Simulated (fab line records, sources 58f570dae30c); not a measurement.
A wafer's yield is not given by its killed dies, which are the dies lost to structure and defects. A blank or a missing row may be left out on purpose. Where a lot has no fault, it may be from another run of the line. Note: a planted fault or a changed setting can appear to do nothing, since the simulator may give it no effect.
fab line records	flow berkeley_cmos170
[record] lots = 5	wafers = 23
route steps=331 shown SPACER@171 PSD@179 NSD@188 BACKSIDE@202 SILICIDE@211 CONTACT@217 V1@256
start_h: hours from the record's opening day to when the first of the lot's shown wafers began	wait_h: hours from the lot's prior step to this one	" repeats the value in the row above	L1.1+2: one row covering several wafers at once	- no value, or no start was given	* or withheld: withheld	< > ~ a bound
route shown NAME@n: a module of which the file shows steps, and the number in the route of the first	usual: mean and standard deviation over wafers with no fault	same: alike in all rows	chamber/n: place in a boat	sites: per-site readings	_std_site: how widely they spread, as a standard deviation	_edge_site: mean of outer sites minus mean of inner sites	radius_mm: for every site, how far away it sits from the centre of the wafer	mask NAME#n: copy n	behind: tool/chamber where the wafer was last shaped	hold: why the lot went on hold/how many hours it stayed there/how the hold came to an end	device: names the non-switching transistor (n, p or np)	end of line: the route-end tests of the same wafers	a step with no rows: only its recipe	killed: at the first sort, the dies lost to defects and structure; wafer yield is something else	map: per-die view of a wafer (x killed, . not killed, _ where there is no die)
set.NAME: the setting that was run; set.NAME@STEP: the one run at that earlier step	model.NAME: the simulator's own value behind a step, which no gauge read
lots whose settings were changed on purpose; a table a step, a row a wafer
[[steps]]
[step UCB170_SPACER_CVD_00]
[recipe] material = SiO2	target_thk_nm = 376	temp_c = 390	precursor = TEOS/O2	time_s = 47	rf_w = 550	pressure_mtorr = 9000
lot.wafer	tool	chamber	start_h	wait_h	set.rf_w
L078.1+2+5	pecvd-02	1,2,2	174.13	0.0	578.4
L078.3+4	"	0	"	"	550
L082.1+3+5	pecvd-04	2,0,0	190.67	0.0	550
L082.2+4	"	1,2	"	"	486.8
L083.1+4+6	pecvd-02	2,2,1	191.19	0.0	550
L083.2+5	"	1,2	"	"	489.7
L084.1+5+6	pecvd-02	1,1,2	203.53	0.0	550
L085.1+3+6	pecvd-04	2,0,2	204.18	0.0	590.1
L085.2+4	"	1	"	"	550
[step UCB170_SPACER_ANNEAL_02]
[recipe] temp_c = 900	time_s = 1800	ambient = N2
[step UCB170_SPACER_ETCHBACK_03]
[recipe] stop_on = Si	target = SiO2	chemistry = CHF3/CF4/Ar	CHF3_flow_sccm = 50	cf4_flow_sccm = 10	Ar_flow_sccm = 120	pressure_mtorr = 200	rf_w = 500	target_depth_a = 3760	time_s = 100
lot.wafer	tool	chamber	start_h	wait_h	set.rf_w@SPACER_CVD_00	model.etch.depth_nm
L078.1+5	rie_diel-02	0,1	180.81	0.0	578.4	-
L078.2	"	1	"	"	578.4	374.5
L078.3+4	"	3	"	"	550	-
L082.1	rie_diel-02	1	196.76	0.0	550	375.9
L082.2	"	2	"	"	486.8	354.9
L082.3	"	3	"	"	550	370.4
L082.4	"	0	"	"	486.8	-
L082.5	"	2	"	"	550	-
L083.1	rie_diel-04	1	196.82	0.1	550	368.6
L083.2	"	3	"	"	489.7	-
L083.4+6	"	2,3	"	"	550	-
L083.5	"	0	"	"	489.7	358.8
L084.1	rie_diel-01	1	209.21	0.0	550	371
L084.5	"	0	"	"	550	379
L084.6	"	1	"	"	550	374.8
L085.1+3	rie_diel-02	3,0	209.21	0.0	590.1	-
L085.2	"	1	"	"	550	-
L085.4	"	0	"	"	550	375.8
L085.6	"	1	"	"	590.1	386.4
[step UCB170_PSD_PEB_04]
[recipe] peb_temp_c = 130	peb_time_s = withheld	resist = KrF
lot.wafer	tool	chamber	start_h	wait_h	set.peb_temp_c
L078.1+2+3+4+5	litho_track-03	0	182.24	0.6	130
L082.1+5	litho_track-02	0	197.40	0.1	130
L082.2+3+4	"	0	"	"	131.8
L083.1+2	litho_track-04	0	197.64	0.1	130
L083.4+5+6	"	0	"	"	127.8
L084.1+5+6	litho_track-04	0	210.99	0.6	130
L085.1+3+4	litho_track-03	0	211.26	0.6	132.4
L085.2+6	"	0	"	"	130
[step UCB170_PSD_DEVELOP_05]
[recipe] developer = TMAH	develop_time_s = 45	resist = KrF	dev_temp_c = 21
[step UCB170_PSD_CD_MEAS_06]
[recipe] target_cd_nm = 1200
[usual] cd_nm = 1199.8/1.5
lot.wafer	tool	chamber	start_h	wait_h	set.peb_temp_c@PSD_PEB_04	cd_nm
L078.1	cd_sem-02	-	182.51	-	130	1200.7
L078.2	"	-	"	"	130	1202.9
L078.3	"	-	"	"	130	1202.8
L078.4	"	-	"	"	130	1202.2
L078.5	"	-	"	"	130	1202.6
L082.1	cd_sem-01	-	197.68	-	130	1201.0
L082.2	"	-	"	"	131.8	1210.1
L082.3	"	-	"	"	131.8	1210.7
L082.4	"	-	"	"	131.8	1210.6
L082.5	"	-	"	"	130	1200.1
L083.1	cd_sem-02	-	197.92	-	130	1199.6
L083.2	"	-	"	"	130	1200.2
L083.4	"	-	"	"	127.8	1183.9
L083.5	"	-	"	"	127.8	1183.7
L083.6	"	-	"	"	127.8	1185.4
L084.1	cd_sem-01	-	211.26	-	130	1197.7
L084.5	"	-	"	"	130	1198.1
L084.6	"	-	"	"	130	1196.6
L085.1	cd_sem-02	-	211.54	-	132.4	1211.8
L085.2	"	-	"	"	130	1197.7
L085.3	"	-	"	"	132.4	1213.9
L085.4	"	-	"	"	132.4	1212.5
L085.6	"	-	"	"	130	1197.2
[step UCB170_NSD_COAT_01]
[recipe] resist = KrF	spin_rpm = 1500	resist_thk_nm = 900
lot.wafer	tool	chamber	start_h	wait_h	set.resist_thk_nm	model.KrF_of_NSD_COAT_01.thk_nm
L078.1	litho_track-01	0	184.42	0.1	900	897.3
L078.2	"	0	"	"	854.5	854.8
L078.3	"	0	"	"	900	897.6
L078.4	"	0	"	"	900	899.2
L078.5	"	0	"	"	854.5	852.7
L082.1	litho_track-03	0	198.77	0.1	900	899
L082.2	"	0	"	"	859.5	861.7
L082.3	"	0	"	"	900	901.1
L082.4	"	0	"	"	900	902.9
L082.5	"	0	"	"	859.5	863.2
L083.1	litho_track-01	0	199.03	0.1	900	894.6
L083.2	"	0	"	"	950.8	947.9
L083.4	"	0	"	"	950.8	950.4
L083.5	"	0	"	"	950.8	947.3
L083.6	"	0	"	"	900	897.8
L085.1	litho_track-04	0	213.96	0.1	934.4	932.8
L085.2	"	0	"	"	900	899.8
L085.3	"	0	"	"	900	897.7
L085.4	"	0	"	"	934.4	931.7
L085.6	"	0	"	"	934.4	933.1
L084.1	litho_track-01	0	214.14	0.1	900	901.4
L084.5	"	0	"	"	900	898.9
L084.6	"	0	"	"	900	899.3
[step UCB170_NSD_SOFTBAKE_02]
[recipe] resist = KrF	temp_c = 130	time_s = 60
[step UCB170_NSD_EXPOSE_03]
[recipe] mask_id = NSELECT_MOD	na = 0.5	sigma_outer = 0.6	source_shape = conventional	target_cd_nm = 1200	dose_mj = 29.68
[step UCB170_NSD_IMPLANT_08]
[recipe] species = P	dose_cm2 = 3e+15	energy_kev = 40	tilt_deg = 7
[step UCB170_NSD_STRIP_09]
[recipe] chemistry = O2	power_w = 400	pressure_mtorr = 3500	platen_temp_c = withheld	o2_flow_sccm = 400	overash_fraction = 0.5
[usual] strip_time_to_endpoint_s = 35.82/0.083
lot.wafer	tool	chamber	start_h	wait_h	set.resist_thk_nm@NSD_COAT_01	strip_time_to_endpoint_s
L078.1	plasma_asher-04	0	185.85	0.1	900	35.75
L078.2	"	1	"	"	854.5	34.73
L078.3	"	0	"	"	900	35.78
L078.4	"	1	"	"	900	35.79
L078.5	"	1	"	"	854.5	34.69
L082.1	plasma_asher-04	0	199.93	0.1	900	35.82
L082.2	"	1	"	"	859.5	34.90
L082.3	"	0	"	"	900	35.82
L082.4	"	1	"	"	900	35.94
L082.5	"	0	"	"	859.5	34.96
L083.1	plasma_asher-01	0	200.20	0.1	900	35.77
L083.2	"	1	"	"	950.8	37.02
L083.4	"	1	"	"	950.8	37.10
L083.5	"	0	"	"	950.8	37.00
L083.6	"	1	"	"	900	35.80
L085.1	plasma_asher-01	0	215.74	0.1	934.4	36.64
L085.2	"	1	"	"	900	35.81
L085.3	"	1	"	"	900	35.77
L085.4	"	0	"	"	934.4	36.57
L085.6	"	0	"	"	934.4	36.61
L084.1	plasma_asher-01	1	216.34	0.1	900	35.83
L084.5	"	1	"	"	900	35.75
L084.6	"	0	"	"	900	35.80
[step UCB170_BACKSIDE_STRIP_03]
[recipe] chemistry = O2	power_w = 400	pressure_mtorr = 3500	platen_temp_c = withheld	o2_flow_sccm = 400	overash_fraction = 0.5
[usual] oes_product_au = 0.734/0.0044	strip_time_to_endpoint_s = 21.99/0.053
lot.wafer	tool	chamber	start_h	wait_h	set.power_w	oes_product_au	strip_time_to_endpoint_s
L078.1	plasma_asher-04	1	186.89	0.1	400	0.729	21.91
L078.2	"	0	"	"	434.4	0.761	20.62
L078.3	"	1	"	"	400	0.736	21.86
L078.4	"	0	"	"	434.4	0.766	20.65
L078.5	"	0	"	"	400	0.733	21.96
L082.1	plasma_asher-02	0	200.71	0.1	400	0.741	21.95
L082.2	"	1	"	"	400	0.738	21.92
L082.3	"	1	"	"	400	0.730	21.97
L082.4	"	0	"	"	400	0.726	21.94
L082.5	"	0	"	"	400	0.735	22.00
L083.1	plasma_asher-04	1	200.99	0.1	357.7	0.700	23.91
L083.2	"	0	"	"	400	0.738	21.94
L083.4	"	0	"	"	357.7	0.693	23.92
L083.5	"	1	"	"	357.7	0.691	23.89
L083.6	"	0	"	"	400	0.741	22.04
L085.1	plasma_asher-02	0	216.53	0.1	437.6	0.763	20.61
L085.2	"	1	"	"	400	0.730	22.03
L085.3	"	1	"	"	400	0.730	22.13
L085.4	"	0	"	"	400	0.738	22.07
L085.6	"	1	"	"	437.6	0.763	20.62
L084.1	plasma_asher-01	0	217.14	0.1	400	0.733	22.02
L084.5	"	0	"	"	400	0.736	22.01
L084.6	"	1	"	"	400	0.739	21.94
[step UCB170_SILICIDE_SPUTTER_01]
[recipe] material = Ti	target_thk_nm = 30	time_s = 25	power_w = 1500	chamber_pressure_pa = 0.5
lot.wafer	tool	chamber	start_h	wait_h	set.power_w	model.Ti_of_SILICIDE_SPUTTER_01.thk_nm
L078.1	pvd_sputter-01	-	188.05	0.0	1361	28.05
L078.2	"	-	"	"	1500	30.82
L078.3	"	-	"	"	1361	27.66
L078.4	"	-	"	"	1500	30.45
L078.5	"	-	"	"	1500	30.63
L082.1	pvd_sputter-01	-	201.66	0.0	1396	27.8
L082.2	"	-	"	"	1500	29.79
L082.3	"	-	"	"	1500	29.96
L082.4	"	-	"	"	1396	27.71
L082.5	"	-	"	"	1396	27.77
L083.1	pvd_sputter-02	-	202.02	0.0	1500	30.6
L083.2	"	-	"	"	1500	30.21
L083.4	"	-	"	"	1500	30.36
L083.5	"	-	"	"	1500	30.47
L083.6	"	-	"	"	1500	30.15
L085.1	pvd_sputter-04	-	217.47	0.0	1500	30.19
L085.2	"	-	"	"	1500	29.92
L085.3	"	-	"	"	1565	31.48
L085.4	"	-	"	"	1565	31.21
L085.6	"	-	"	"	1500	30.47
L084.1	pvd_sputter-02	-	218.09	0.0	1500	29.71
L084.5	"	-	"	"	1500	29.59
L084.6	"	-	"	"	1500	29.61
[step UCB170_SILICIDE_RS_MEAS_02]
[recipe] thk_meas_gauge = four-point-probe	reads = Ti_of_SILICIDE_SPUTTER_01
[usual] SILICIDE_TI_RS = 25.95/0.29
lot.wafer	tool	chamber	start_h	wait_h	set.power_w@SILICIDE_SPUTTER_01	SILICIDE_TI_RS[ohm/sq]
L078.1	film_metro-03	-	188.08	0.0	1361	28.26
L078.2	"	-	"	"	1500	25.27
L078.3	"	-	"	"	1361	28.73
L078.4	"	-	"	"	1500	25.70
L078.5	"	-	"	"	1500	25.51
L082.1	film_metro-01	-	201.69	0.0	1396	28.54
L082.2	"	-	"	"	1500	26.29
L082.3	"	-	"	"	1500	26.14
L082.4	"	-	"	"	1396	28.72
L082.5	"	-	"	"	1396	28.54
L083.1	film_metro-04	-	202.05	0.0	1500	25.54
L083.2	"	-	"	"	1500	25.99
L083.4	"	-	"	"	1500	25.81
L083.5	"	-	"	"	1500	25.71
L083.6	"	-	"	"	1500	26.00
L085.1	film_metro-03	-	217.51	0.0	1500	25.93
L085.2	"	-	"	"	1500	26.17
L085.3	"	-	"	"	1565	24.71
L085.4	"	-	"	"	1565	24.91
L085.6	"	-	"	"	1500	25.71
L084.1	film_metro-01	-	218.12	0.0	1500	26.38
L084.5	"	-	"	"	1500	26.52
L084.6	"	-	"	"	1500	26.47
[step UCB170_SILICIDE_THK_MEAS_03]
[recipe] thk_meas_gauge = xrf	reads = Ti_of_SILICIDE_SPUTTER_01
[usual] SILICIDE_TI_THK = 30.24/0.29
lot.wafer	tool	chamber	start_h	wait_h	set.power_w@SILICIDE_SPUTTER_01	SILICIDE_TI_THK[nm]
L078.1	film_metro-03	-	188.20	0.1	1361	27.92
L078.2	"	-	"	"	1500	30.63
L078.3	"	-	"	"	1361	27.60
L078.4	"	-	"	"	1500	30.33
L078.5	"	-	"	"	1500	30.63
L082.1	film_metro-01	-	201.81	0.1	1396	27.95
L082.2	"	-	"	"	1500	30.06
L082.3	"	-	"	"	1500	30.19
L082.4	"	-	"	"	1396	27.84
L082.5	"	-	"	"	1396	28.03
L083.1	film_metro-04	-	202.17	0.1	1500	30.65
L083.2	"	-	"	"	1500	30.19
L083.4	"	-	"	"	1500	30.42
L083.5	"	-	"	"	1500	30.46
L083.6	"	-	"	"	1500	30.22
L085.1	film_metro-03	-	217.63	0.1	1500	30.32
L085.2	"	-	"	"	1500	30.11
L085.3	"	-	"	"	1565	31.65
L085.4	"	-	"	"	1565	31.31
L085.6	"	-	"	"	1500	30.65
L084.1	film_metro-01	-	218.24	0.1	1500	29.74
L084.5	"	-	"	"	1500	29.57
L084.6	"	-	"	"	1500	29.70
[step UCB170_CONTACT_CVD_01]
[recipe] material = PSG	target_thk_nm = 700	temp_c = 450	precursor = SiH4/O2/PH3	time_s = 2820	pressure_mtorr = 300	sih4_flow_sccm = 60	o2_flow_sccm = 90	ph3_flow_sccm = 25
lot.wafer	tool	chamber	start_h	wait_h	set.pressure_mtorr	model.PSG_of_CONTACT_CVD_01.thk_nm
L078.1	-	-	-	0.1	300	705.3
L078.2	"	-	"	"	300	708.3
L078.3	"	-	"	"	300	703.4
L078.4	"	-	"	"	300	704.8
L078.5	"	-	"	"	300	709.3
L082.1	-	-	-	0.0	287.4	685.6
L082.2	"	-	"	"	287.4	686.8
L082.3	"	-	"	"	287.4	687.2
L082.4	"	-	"	"	287.4	690.1
L082.5	"	-	"	"	287.4	689.2
L083.1	-	-	-	0.4	257.4	637.8
L083.2	"	-	"	"	257.4	642.5
L083.4	"	-	"	"	257.4	639.7
L083.5	"	-	"	"	257.4	642.3
L083.6	"	-	"	"	257.4	642.2
L084.1	lpcvd-01	0	218.91	0.3	300	700.8
L084.5	"	0	"	"	300	701.1
L084.6	"	0	"	"	300	702
L085.1	-	-	-	1.0	334	742.1
L085.2	"	-	"	"	334	739.3
L085.3	"	-	"	"	334	741.2
L085.4	"	-	"	"	334	741.9
L085.6	"	-	"	"	334	740
[step UCB170_CONTACT_THK_MEAS_02]
[recipe] reads = PSG_of_CONTACT_CVD_01
[usual] CONTACT_PSG_THK = 701/4.9
lot.wafer	tool	chamber	start_h	wait_h	set.pressure_mtorr@CONTACT_CVD_01	CONTACT_PSG_THK[nm]
L078.1	film_metro-03	-	-	-	300	705
L078.2	"	-	"	"	300	707
L078.3	"	-	"	"	300	704
L078.4	"	-	"	"	300	705
L078.5	"	-	"	"	300	710
L082.1	film_metro-01	-	-	-	287.4	686
L082.2	"	-	"	"	287.4	687
L082.3	"	-	"	"	287.4	688
L082.4	"	-	"	"	287.4	690
L082.5	"	-	"	"	287.4	689
L083.1	film_metro-02	-	-	-	257.4	638
L083.2	"	-	"	"	257.4	643
L083.4	"	-	"	"	257.4	640
L083.5	"	-	"	"	257.4	643
L083.6	"	-	"	"	257.4	642
L084.1	film_metro-02	-	220.70	0.0	300	701
L084.5	"	-	"	"	300	700
L084.6	"	-	"	"	300	702
L085.1	film_metro-03	-	-	-	334	742
L085.2	"	-	"	"	334	739
L085.3	"	-	"	"	334	741
L085.4	"	-	"	"	334	742
L085.6	"	-	"	"	334	740
[step UCB170_CONTACT_SOFTBAKE_11]
[recipe] resist = KrF	temp_c = 130	time_s = 60
lot.wafer	tool	chamber	start_h	wait_h	set.time_s
L078.1+2	litho_track-03	0	-	-	60
L078.3+4+5	"	0	"	"	54.48
L082.1+2+4	litho_track-03	0	-	-	55.53
L082.3+5	"	0	"	"	60
L083.1+2+4+5+6	litho_track-01	0	-	-	60
L085.1+2	litho_track-03	0	-	-	60
L085.3+4+6	"	0	"	"	57.26
L084.1+5+6	litho_track-01	0	-	-	60
[step UCB170_CONTACT_EXPOSE_12]
[recipe] mask_id = CONT	target_cd_nm = 700	na = 0.5	sigma_outer = 0.6	source_shape = conventional	dose_mj = 35
[step UCB170_CONTACT_PEB_13]
[recipe] peb_temp_c = 130	peb_time_s = withheld	resist = KrF
[step UCB170_CONTACT_ETCH_17]
[recipe] chemistry = N2/H2	target_depth_a = withheld	overetch_a = withheld	target = BARC	time_s = withheld	source_w = 500	bias_w = 100	pressure_mtorr = 30	n2_flow_sccm = 100	h2_flow_sccm = 200
[step UCB170_CONTACT_ETCH_18]
[recipe] chemistry = CHF3/CF4/Ar	target = PSG	stop_on = TiSi2	CHF3_flow_sccm = 45	cf4_flow_sccm = 15	Ar_flow_sccm = 150	pressure_mtorr = 200	rf_w = 700	target_depth_a = 8400	over_etch_frac = 0.2	time_s = 195
lot.wafer	tool	chamber	start_h	wait_h	set.pressure_mtorr@CONTACT_CVD_01	model.etch.depth_nm	model.CONTACT.feature_depth_nm
L078.1	rie_diel-03	1	-	-	300	-	705.3
L078.2	"	2	"	"	300	708.3	708.3
L078.3	"	0	"	"	300	-	703.4
L078.4	"	3	"	"	300	-	704.8
L078.5	"	0	"	"	300	-	709.3
L082.1	rie_diel-03	0	-	-	287.4	685.6	685.6
L082.2	"	3	"	"	287.4	686.8	686.8
L082.3	"	1	"	"	287.4	687.2	687.2
L082.4	"	2	"	"	287.4	-	690.1
L082.5	"	1	"	"	287.4	-	689.2
L083.1	rie_diel-03	3	-	-	257.4	637.8	637.8
L083.2	"	1	"	"	257.4	-	642.5
L083.4	"	0	"	"	257.4	-	639.7
L083.5	"	0	"	"	257.4	642.3	642.3
L083.6	"	3	"	"	257.4	-	642.2
L085.1	rie_diel-01	3	-	-	334	-	742.1
L085.2	"	1	"	"	334	-	739.3
L085.3	"	0	"	"	334	-	741.2
L085.4	"	0	"	"	334	741.9	741.9
L085.6	"	1	"	"	334	740	740
L084.1	rie_diel-03	3	-	-	300	700.8	700.8
L084.5	"	1	"	"	300	701.1	701.1
L084.6	"	3	"	"	300	702	702
[step UCB170_V1_CMP_02]
[recipe] material = SiO2	down_force_psi = 6	platen_rpm = 60	pad_velocity_m_s = 0.75398
lot.wafer	tool	chamber	start_h	wait_h	set.leave_above_ref_nm	model.SiO2_of_V1_CVD_00.thk_nm
L078.1+5	cmp-02	1	199.31	0.1	1000	-
L078.3	"	2	"	"	1053	-
L078.2	"	3	"	"	1000	1001
L078.4	"	0	"	"	1053	1053
L082.1	cmp-02	0	211.64	0.1	1000	998.4
L082.4+5	"	1	"	"	1000	-
L082.3	"	2	"	"	1000	999.1
L082.2	"	3	"	"	1000	1000
L083.1+5	cmp-01	2	212.97	0.1	1071	1070
L083.2	"	3	"	"	1071	1072
L083.4	"	1	"	"	1000	999.5
L083.6	"	3	"	"	1000	1000
L085.4	cmp-01	1	227.04	0.0	1000	1001
L085.1+3	"	2,0	"	"	1073	-
L085.2	"	3	"	"	1000	-
L085.6	"	2	"	"	1073	1073
L084.1	cmp-02	1	228.53	0.2	1000	1002
L084.6	"	2	"	"	1000	999.6
L084.5	"	3	"	"	1000	1001
[step UCB170_V1_THK_MEAS_04]
[recipe] reads = SiO2_of_V1_CVD_00
[usual] V1_POLISHED_THK = 1000.2/1.2
lot.wafer	tool	chamber	start_h	wait_h	set.leave_above_ref_nm@V1_CMP_02	V1_POLISHED_THK[nm]
L078.1	film_metro-01	-	199.73	0.1	1000	1000.6
L078.2	"	-	"	"	1000	1000.5
L078.3	"	-	"	"	1053	1052.2
L078.4	"	-	"	"	1053	1054.3
L078.5	"	-	"	"	1000	1001.3
L082.1	film_metro-01	-	212.06	0.1	1000	998.6
L082.2	"	-	"	"	1000	1000.0
L082.3	"	-	"	"	1000	999.6
L082.4	"	-	"	"	1000	1000.9
L082.5	"	-	"	"	1000	1000.3
L083.1	film_metro-01	-	213.39	0.1	1071	1070.4
L083.2	"	-	"	"	1071	1072.0
L083.4	"	-	"	"	1000	998.7
L083.5	"	-	"	"	1071	1070.7
L083.6	"	-	"	"	1000	1000.0
L085.1	film_metro-01	-	227.46	0.1	1073	1073.3
L085.2	"	-	"	"	1000	1002.2
L085.3	"	-	"	"	1073	1074.3
L085.4	"	-	"	"	1000	1000.7
L085.6	"	-	"	"	1073	1073.7
L084.1	film_metro-02	-	228.80	0.1	1000	1001.7
L084.5	"	-	"	"	1000	1001.5
L084.6	"	-	"	"	1000	999.5
[[key]]
[split] step = UCB170_SPACER_CVD_00	setting = rf_w	stated = 550	by = wafer
[response] step = UCB170_SPACER_ETCHBACK_03	reading = model.etch.depth_nm	change = +1.33	per = 1%	r = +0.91
[split] step = UCB170_PSD_PEB_04	setting = peb_temp_c	stated = 130	by = wafer
[response] step = UCB170_PSD_CD_MEAS_06	reading = cd_nm	change = +8.33	per = 1%	r = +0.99
[split] step = UCB170_NSD_COAT_01	setting = resist_thk_nm	stated = 900	by = wafer
[response] step = UCB170_NSD_COAT_01	reading = model.KrF_of_NSD_COAT_01.thk_nm	change = +8.91	per = 1%	r = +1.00
[response] step = UCB170_NSD_STRIP_09	reading = strip_time_to_endpoint_s	change = *	per = 1%	r = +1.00
[split] step = UCB170_BACKSIDE_STRIP_03	setting = power_w	stated = 400	by = wafer
[response] step = UCB170_BACKSIDE_STRIP_03	reading = oes_product_au	change = +0.00375	per = 1%	r = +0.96
[response] step = UCB170_BACKSIDE_STRIP_03	reading = strip_time_to_endpoint_s	change = *	per = 1%	r = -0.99
[split] step = UCB170_SILICIDE_SPUTTER_01	setting = power_w	stated = 1500	by = wafer
[response] step = UCB170_SILICIDE_SPUTTER_01	reading = model.Ti_of_SILICIDE_SPUTTER_01.thk_nm	change = +0.297	per = 1%	r = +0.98
[response] step = UCB170_SILICIDE_RS_MEAS_02	reading = SILICIDE_TI_RS	change = -0.322	per = 1%	r = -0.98
[response] step = UCB170_SILICIDE_THK_MEAS_03	reading = SILICIDE_TI_THK	change = +0.299	per = 1%	r = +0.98
[split] step = UCB170_CONTACT_CVD_01	setting = pressure_mtorr	stated = 300	by = lot
[response] step = UCB170_CONTACT_CVD_01	reading = model.PSG_of_CONTACT_CVD_01.thk_nm	change = +3.91	per = 1%	r = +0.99
[response] step = UCB170_CONTACT_THK_MEAS_02	reading = CONTACT_PSG_THK	change = +3.89	per = 1%	r = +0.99
[response] step = UCB170_CONTACT_ETCH_18	reading = model.etch.depth_nm	change = +3.94	per = 1%	r = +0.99
[response] step = UCB170_CONTACT_ETCH_18	reading = model.CONTACT.feature_depth_nm	change = +3.91	per = 1%	r = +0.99
[split] step = UCB170_CONTACT_SOFTBAKE_11	setting = time_s	stated = 60	by = wafer
response none clear
[split] step = UCB170_V1_CMP_02	setting = leave_above_ref_nm	stated = 1000	by = wafer
[response] step = UCB170_V1_CMP_02	reading = model.SiO2_of_V1_CVD_00.thk_nm	change = +9.94	per = 1%	r = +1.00
[response] step = UCB170_V1_THK_MEAS_04	reading = V1_POLISHED_THK	change = +9.97	per = 1%	r = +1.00
